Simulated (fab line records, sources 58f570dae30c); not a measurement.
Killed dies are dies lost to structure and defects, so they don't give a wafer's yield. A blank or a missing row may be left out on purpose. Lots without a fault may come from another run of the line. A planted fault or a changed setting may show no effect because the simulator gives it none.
Split-lot experiment | flow berkeley_cmos170 | 5 lots, 23 wafers read, on a route of 331 steps

THE SPLIT
At UCB170_GATE_EXPOSE_09 (exposes mask POLY, target cd 350 nm), the setting dose_mj was moved away from the recipe's 21 on 8 of the 23 wafers read, by -5.1% to +3.6%. The other wafers ran this setting at the recipe's value.

FROM THE SPLIT TO THE READING: what the file shows between them, 6 steps
- UCB170_GATE_PEB_10
- UCB170_GATE_DEVELOP_11: develop time 45 s
- UCB170_GATE_CD_MEAS_12: target cd 350 nm
- UCB170_GATE_ETCH_14: etches BARC in N2/H2
- UCB170_GATE_ETCH_15: etches poly-Si in HBr/Cl2, stops on SiO2, time 56.3 s, target depth 278.2 nm
- UCB170_GATE_STRIP_16: strips in O2

THE READING
cd_nm, in nm, at UCB170_GATE_CD_MEAS_90 (target cd 350 nm). Fault-free wafers of this fab line usually give 350.1 nm, standard deviation 1.4 nm.

wafer  | tool, chamber at the split | dose_mj as run | against the recipe | cd_nm, nm | against lot-mates on the recipe
L078.3 | krf_scanner-01, 0          | 21             | recipe             | 351.2     | -
L078.4 | krf_scanner-01, 0          | 21             | recipe             | 350.9     | -
L078.5 | krf_scanner-01, 0          | 21             | recipe             | 352.3     | -
L074.1 | krf_scanner-01, 0          | 21             | recipe             | 351.1     | -
L074.2 | krf_scanner-01, 0          | 21             | recipe             | 350.5     | -
L074.3 | krf_scanner-01, 0          | 19.93          | -5.1%              | 358.9     | +8.5
L074.5 | krf_scanner-01, 0          | 21             | recipe             | 349.6     | -
L074.6 | krf_scanner-01, 0          | 19.93          | -5.1%              | 360.5     | +10.1
L081.1 | krf_scanner-02, 0          | 21             | recipe             | 348.8     | -
L081.2 | krf_scanner-02, 0          | 21             | recipe             | 351.9     | -
L081.3 | krf_scanner-02, 0          | 21.56          | +2.7%              | 346.7     | -3.4
L081.4 | krf_scanner-02, 0          | 21.56          | +2.7%              | 346.1     | -4.0
L081.6 | krf_scanner-02, 0          | 21             | recipe             | 349.7     | -
L084.1 | krf_scanner-01, 0          | 20.27          | -3.5%              | 355.1     | +7.0
L084.3 | krf_scanner-01, 0          | 21             | recipe             | 347.5     | -
L084.4 | krf_scanner-01, 0          | 21             | recipe             | 347.9     | -
L084.5 | krf_scanner-01, 0          | 21             | recipe             | 348.9     | -
L084.6 | krf_scanner-01, 0          | 20.27          | -3.5%              | 353.6     | +5.5
L085.1 | krf_scanner-01, 0          | 21             | recipe             | 350.7     | -
L085.2 | krf_scanner-01, 0          | 21             | recipe             | 348.7     | -
L085.3 | krf_scanner-01, 0          | 21.76          | +3.6%              | 344.2     | -5.6
L085.5 | krf_scanner-01, 0          | 21.76          | +3.6%              | 343.8     | -6.0
L085.6 | krf_scanner-01, 0          | 21             | recipe             | 350.1     | -

THE FIT
A straight line over all 23 wafers: cd_nm changes by -1.64 nm for each +1% of dose_mj; r = -0.94; the points scatter about the line by 1.4 nm.
The same after taking each lot's own level away (the mean of its wafers on the recipe; 23 wafers): -1.71 nm for each +1%; r = -0.98; scatter 0.84 nm.
On that fit, the largest move of dose_mj shifts the reading by 8.7 nm.
The lots' own levels span 348.10 to 351.47 nm, that is 2.4 times the standard deviation above.
So the lot-to-lot level changes the slope little: the two slopes agree.
Check: with one of the wafers moved furthest among these (-5.1%) left out of the fit, the line predicts +9.04 nm for it against its lot-mates. It came out at +8.5 nm against them.

OTHER SPLITS ON THESE WAFERS
These wafers also went through other splits before the reading. Each is held against what the fit with the lots' levels taken away leaves over:
other split on the same wafers        | wafers away from the commonest value | r with cd_nm (lot level and that fit taken away)
UCB170_ZERO_COAT_01 spin_rpm          | 7                                    | +0.10
UCB170_ZERO_DEVELOP_05 develop_time_s | 6                                    | +0.20
UCB170_WELLDRIVE_OXIDATION_01 temp_c  | 10                                   | +0.02

THE WHOLE CHAIN: every reading that the file lists as answering this split, in the file's order
step                   | what it does                                                                 | reading                                                     | change (the file's fit)              | r (the file's)
UCB170_GATE_CD_MEAS_12 | target cd 350 nm                                                             | cd_nm                                                       | -1.71 nm for each +1% of the setting | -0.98
UCB170_GATE_ETCH_15    | etches poly-Si in HBr/Cl2, stops on SiO2, time 56.3 s, target depth 278.2 nm | GATE.cd_nm (the simulator's own value, which no gauge read) | -1.76 nm for each +1% of the setting | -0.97
UCB170_GATE_CD_MEAS_90 | target cd 350 nm                                                             | cd_nm                                                       | -1.72 nm for each +1% of the setting | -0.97

THE FILE'S OWN FIT
cd_nm changes by -1.72 nm for each +1% of dose_mj, r = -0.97.
